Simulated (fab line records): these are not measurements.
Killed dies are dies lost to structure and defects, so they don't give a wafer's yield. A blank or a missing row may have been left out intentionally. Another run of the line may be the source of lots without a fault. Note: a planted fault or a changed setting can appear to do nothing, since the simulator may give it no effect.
fab line records    flow rit_cmos
record lots=7  wafers=21  last_day=7
route steps=202 shown NRETRO@53 PRETRO@64 M1@202
lots that met no fault: taken from a fault-free run of the same line
start_h: hours from the record's first day to the start of the lot's first wafer shown    wait_h: hours elapsed since this lot's preceding step    " unchanged from the row above    L1.1+2: a row that stands for several wafers    - value missing, or start not given    * or withheld: withheld    < > ~ a bound
route shown NAME@n: names a module that has steps shown in the file, with the first one's number in the route    usual: the fault-free wafers' mean and standard deviation    same: alike in all rows    chamber/n: place in a boat    sites: the reading at each site    _std_site: the standard deviation of these    _edge_site: mean of outer sites minus mean of inner sites    radius_mm: for every site, how far away it sits from the centre of the wafer    mask NAME#n: copy n    behind: the last tool/chamber to shape the wafer    hold: reason for holding the lot/hours on hold/outcome of the hold    device: the n, p or np transistor that did not switch    end of line: the tests these same wafers got at the end of their route    where a step has no rows: the recipe by itself    killed: dies lost to structure and defects at the first sort, not the wafer's yield    map: a wafer's dies, x killed, . not, _ none there
set.NAME: setting as actually run; set.NAME@STEP: the setting as run at that earlier step    model.NAME: the simulator's own value behind a step, which no gauge read
lots at some steps of the route; a table a step, a row a wafer
services: when a tool's chamber went out of use (start_h, in hours from the record's first day, below 0 if earlier), for how many hours, and the reason
## steps
# step RIT_NRETRO_HMDS_00
# recipe prime_time_s=60  prime_temp_c=140
# step RIT_NRETRO_COAT_01
# recipe resist=NOVOLAK  spin_rpm=2000  resist_thk_nm=1300
# step RIT_NRETRO_SOFTBAKE_02
# recipe resist=NOVOLAK  temp_c=90  time_s=60
# step RIT_NRETRO_EXPOSE_03
# recipe mask_id=M4  na=0.57  target_cd_nm=43900  dose_mj=250
# step RIT_NRETRO_PEB_04
# recipe resist=NOVOLAK  temp_c=withheld  time_s=withheld
# step RIT_NRETRO_DEVELOP_05
# recipe resist=NOVOLAK  develop_time_s=68  dev_temp_c=23
# step RIT_NRETRO_OVL_MEAS_06
# usual NRETRO_OVL=0.2/1.1
lot.wafer  tool        chamber  start_h  wait_h  NRETRO_OVL[nm]
L942.1     overlay-02  -        47.16    -       -0.8
L942.2     "           -        "        "       -1.9
L942.3     "           -        "        "       -1.3
L947.2     overlay-02  -        89.56    -       0.6
L947.5     "           -        "        "       -0.3
L947.6     "           -        "        "       0.5
L951.1     overlay-01  -        95.29    -       -1.5
L951.3     "           -        "        "       1.9
L951.5     "           -        "        "       1.0
L957.2     overlay-01  -        121.50   -       0.7
L957.3     "           -        "        "       0.5
L957.4     "           -        "        "       0.9
L956.2     overlay-02  -        121.75   -       1.1
L956.3     "           -        "        "       1.8
L956.5     "           -        "        "       1.5
L959.2     overlay-02  -        126.70   -       -0.9
L959.4     "           -        "        "       -2.1
L959.5     "           -        "        "       -0.5
L961.2     overlay-02  -        138.40   -       -1.1
L961.4     "           -        "        "       -1.1
L961.6     "           -        "        "       -1.5
# step RIT_NRETRO_HARDBAKE_07
# recipe resist=NOVOLAK  temp_c=140  time_s=120
# step RIT_NRETRO_IMPLANT_08
# recipe species=P  energy_kev=70  dose_cm2=1e+13  tilt_deg=7
# step RIT_NRETRO_STRIP_09
# recipe chemistry=O2  time_s=180  resist=NOVOLAK  platen_temp_c=withheld  power_w=500  pressure_mtorr=4000  o2_flow_sccm=4000
# usual drypump_motor_current_A=5.5/0.55
lot.wafer  tool             chamber  start_h  wait_h  drypump_motor_current_A  rf_hours_counter_h
L942.1     plasma_asher-03  1        47.59    0.1     4.7                      39
L942.2     "                0        "        "       5.7                      39
L942.3     "                1        "        "       4.7                      -
L947.2     plasma_asher-03  0        89.99    0.1     5.7                      42
L947.5     "                0        "        "       5.7                      -
L947.6     "                1        "        "       4.7                      -
L951.1     plasma_asher-03  1        95.72    0.1     4.7                      43
L951.3     "                0        "        "       5.7                      -
L951.5     "                0        "        "       5.7                      -
L957.2     plasma_asher-03  1        121.96   0.1     4.7                      0
L957.3     "                1        "        "       4.7                      -
L957.4     "                0        "        "       5.7                      -
L956.2     plasma_asher-02  0        122.36   0.1     5.7                      47
L956.3     "                1        "        "       6.4                      -
L956.5     "                0        "        "       5.7                      -
L959.2     plasma_asher-02  1        127.13   0.1     6.4                      48
L959.4     "                0        "        "       5.7                      -
L959.5     "                1        "        "       6.5                      -
L961.2     plasma_asher-04  0        138.86   0.1     5.5                      54
L961.4     "                1        "        "       4.9                      -
L961.6     "                1        "        "       4.9                      -
# step RIT_NRETRO_TW_MEAS_10
# usual NRETRO_TW=1055/11
lot.wafer  tool           chamber  start_h  wait_h  NRETRO_TW
L942.1     film_metro-03  -        47.77    0.1     1051
L942.2     "              -        "        "       1057
L942.3     "              -        "        "       1056
L947.2     film_metro-03  -        90.18    0.1     1064
L947.5     "              -        "        "       1073
L947.6     "              -        "        "       1068
L951.1     film_metro-03  -        95.90    0.1     1065
L951.3     "              -        "        "       1062
L951.5     "              -        "        "       1063
L957.2     film_metro-01  -        122.15   0.1     1036
L957.3     "              -        "        "       1038
L957.4     "              -        "        "       1040
L956.2     film_metro-03  -        122.61   0.2     1062
L956.3     "              -        "        "       1058
L956.5     "              -        "        "       1061
L959.2     film_metro-01  -        127.31   0.1     1043
L959.4     "              -        "        "       1043
L959.5     "              -        "        "       1041
L961.2     film_metro-02  -        139.05   0.1     1061
L961.4     "              -        "        "       1062
L961.6     "              -        "        "       1060
# step RIT_PRETRO_HMDS_00
# recipe prime_time_s=60  prime_temp_c=140
# step RIT_PRETRO_COAT_01
# recipe resist=NOVOLAK  spin_rpm=2000  resist_thk_nm=1300
# usual dispense_pressure_kPa=52.6/2.6  spin_speed_rpm=2000.0/1.4
lot.wafer  tool            chamber  start_h  wait_h  dispense_pressure_kPa  spin_speed_rpm  model.NOVOLAK_of_PRETRO_COAT_01.thk_nm
L942.1     litho_track-03  0        47.98    0.1     49.7                   1998.5          1298
L942.2     "               0        "        "       49.7                   1999.8          1296
L942.3     "               0        "        "       49.7                   1998.8          1297
L947.2     litho_track-03  0        90.42    0.1     49.7                   1999.3          1302
L947.5     "               0        "        "       49.6                   2000.6          1300
L947.6     "               0        "        "       49.6                   1999.1          1300
L951.1     litho_track-03  0        96.40    0.1     49.6                   1998.0          1304
L951.3     "               0        "        "       49.7                   1999.4          1298
L951.5     "               0        "        "       49.7                   1998.0          1300
L957.2     litho_track-03  0        122.38   0.1     49.7                   2120.6          1261
L957.3     "               0        "        "       49.6                   2122.3          1263
L957.4     "               0        "        "       49.7                   2123.0          1260
L956.2     litho_track-03  0        122.98   0.1     49.6                   2124.4          1260
L956.3     "               0        "        "       49.7                   2122.0          1262
L956.5     "               0        "        "       49.6                   2123.3          1261
L959.2     litho_track-03  0        127.54   0.1     49.7                   2119.8          1253
L959.4     "               0        "        "       49.6                   2120.7          1257
L959.5     "               0        "        "       49.6                   2123.9          1257
L961.2     litho_track-02  0        139.27   0.1     56.1                   2003.5          1310
L961.4     "               0        "        "       56.1                   2000.5          1304
L961.6     "               0        "        "       56.1                   2003.1          1308
# step RIT_PRETRO_SOFTBAKE_02
# recipe resist=NOVOLAK  temp_c=90  time_s=60
# step RIT_PRETRO_EXPOSE_03
# recipe mask_id=M5  na=0.57  target_cd_nm=43700  dose_mj=250
# step RIT_PRETRO_PEB_04
# recipe resist=NOVOLAK  temp_c=withheld  time_s=withheld
# step RIT_PRETRO_DEVELOP_05
# recipe resist=NOVOLAK  develop_time_s=68  dev_temp_c=23
# step RIT_PRETRO_OVL_MEAS_06
# usual PRETRO_OVL=1.0/1.2
lot.wafer  tool        chamber  start_h  wait_h  PRETRO_OVL[nm]
L942.1     overlay-01  -        48.83    -       0.5
L942.2     "           -        "        "       1.7
L942.3     "           -        "        "       1.1
L947.2     overlay-02  -        91.26    -       1.9
L947.5     "           -        "        "       1.3
L947.6     "           -        "        "       0.5
L951.1     overlay-02  -        97.36    -       1.9
L951.3     "           -        "        "       1.4
L951.5     "           -        "        "       0.3
L957.2     overlay-02  -        123.51   -       2.8
L957.3     "           -        "        "       2.6
L957.4     "           -        "        "       3.2
L956.2     overlay-01  -        124.27   -       1.0
L956.3     "           -        "        "       1.4
L956.5     "           -        "        "       1.6
L959.2     overlay-01  -        128.58   -       0.2
L959.4     "           -        "        "       0.7
L959.5     "           -        "        "       1.1
L961.2     overlay-02  -        139.98   -       -0.1
L961.4     "           -        "        "       -2.5
L961.6     "           -        "        "       1.2
# step RIT_PRETRO_HARDBAKE_07
# recipe resist=NOVOLAK  temp_c=140  time_s=120
lot.wafer  tool            chamber  start_h  wait_h  model.NOVOLAK_of_PRETRO_COAT_01.thk_nm
L942.1     litho_track-01  0        48.87    0.0     1135
L942.2     "               0        "        "       1133
L942.3     "               0        "        "       1134
L947.2     litho_track-01  0        91.33    0.1     1139
L947.5+6   "               0        "        "       1137
L951.1     litho_track-02  0        97.39    0.0     1140
L951.3     "               0        "        "       1135
L951.5     "               0        "        "       1137
L957.2+4   litho_track-01  0        123.83   0.3     1103
L957.3     "               0        "        "       1105
L956.2     litho_track-02  0        124.70   0.4     1103
L956.3+5   "               0        "        "       1104
L959.2     litho_track-01  0        128.77   0.2     1097
L959.4     "               0        "        "       1100
L959.5     "               0        "        "       1099
L961.2     litho_track-01  0        140.06   0.1     1145
L961.4     "               0        "        "       1141
L961.6     "               0        "        "       1144
# step RIT_PRETRO_IMPLANT_08
# recipe species=B  energy_kev=45  dose_cm2=1.2e+13  tilt_deg=7
# step RIT_M1_PROBE_99
# usual killed_at_M0_to_M3=0.0/0.083  killed_at_contacts=0.1/0.23  killed_at_front_end=6.7/2.9  killed_dies=6.8/2.9  killed_open=3.5/2.1  killed_short=3.2/1.9
# same gross_dies=264  killed_at_M4_up=0  killed_at_back_side=0  killed_at_other=0
lot.wafer  tool       chamber  start_h  wait_h  killed_at_M0_to_M3  killed_at_contacts  killed_at_front_end  killed_dies  killed_open  killed_short
L961.2     prober-02  -        166.50   0.1     0                   0                   9                    9            6            3
L961.4     prober-02  -        166.60   0.2     0                   0                   6                    6            3            3
L961.6     prober-02  -        166.70   0.2     0                   0                   4                    4            2            2
# killed by level:class
L961.2 REOX:geometric_particle:open=3 REOX:geometric_particle:short=2 FOX1:geometric_particle:open=1 GATE:geometric_particle:open=1 SILICIDE:geometric_particle:short=1 SILICIDE:geometric_particle:open=1
L961.4 GATE:geometric_particle:short=2 GATE:geometric_particle:open=1 REOX:geometric_particle:open=1 SPACER:geometric_particle:short=1 SPACER:geometric_particle:open=1
L961.6 FOX1:geometric_particle:open=1 GATE:geometric_particle:open=1 REOX:geometric_particle:short=1 SILICIDE:geometric_particle:short=1
## services
tool             chamber  start_h  hours  kind
plasma_asher-03  -        108.88   9.0    pm
plasma_asher-03  0        108.88   9.0    vent_cycle
plasma_asher-03  1        108.88   9.0    vent_cycle
plasma_asher-03  0        117.88   -      clean
plasma_asher-03  1        117.88   -      clean
## key
first_sign step=RIT_PRETRO_COAT_01  reading=spin_speed_rpm  direction=up  sigmas=85  usual=2000.0  struck=2122.2
effect none on later readings
model_effect step=RIT_PRETRO_COAT_01  value=NOVOLAK_of_PRETRO_COAT_01.thk_nm  without=1297  struck=1259
model_effect step=RIT_PRETRO_HARDBAKE_07  value=NOVOLAK_of_PRETRO_COAT_01.thk_nm  without=1134  struck=1102
met_at RIT_PRETRO_COAT_01
struck_wafers L956.2,L956.3,L956.5,L957.2,L957.3,L957.4,L959.2,L959.4,L959.5
tester_left_out L956,L957,L959
onset_between 96.40 122.38
fault kind=process_parameter_drift  tool=litho_track-03  chamber=-  onset_h=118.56  steps=RIT_PRETRO_COAT_01  channel=spin_rpm  offset=121.01  shape=step  end_h=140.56  acts_in=these_recipes_only  stated=2000
# tester_left_out: of these lots the tester's yield and bins aren't shown, on N5 and GAA mostly nor the transistor test; their killed dies are dies lost to structure and defects alone, not to doping, threshold or leakage, so they don't give the yield
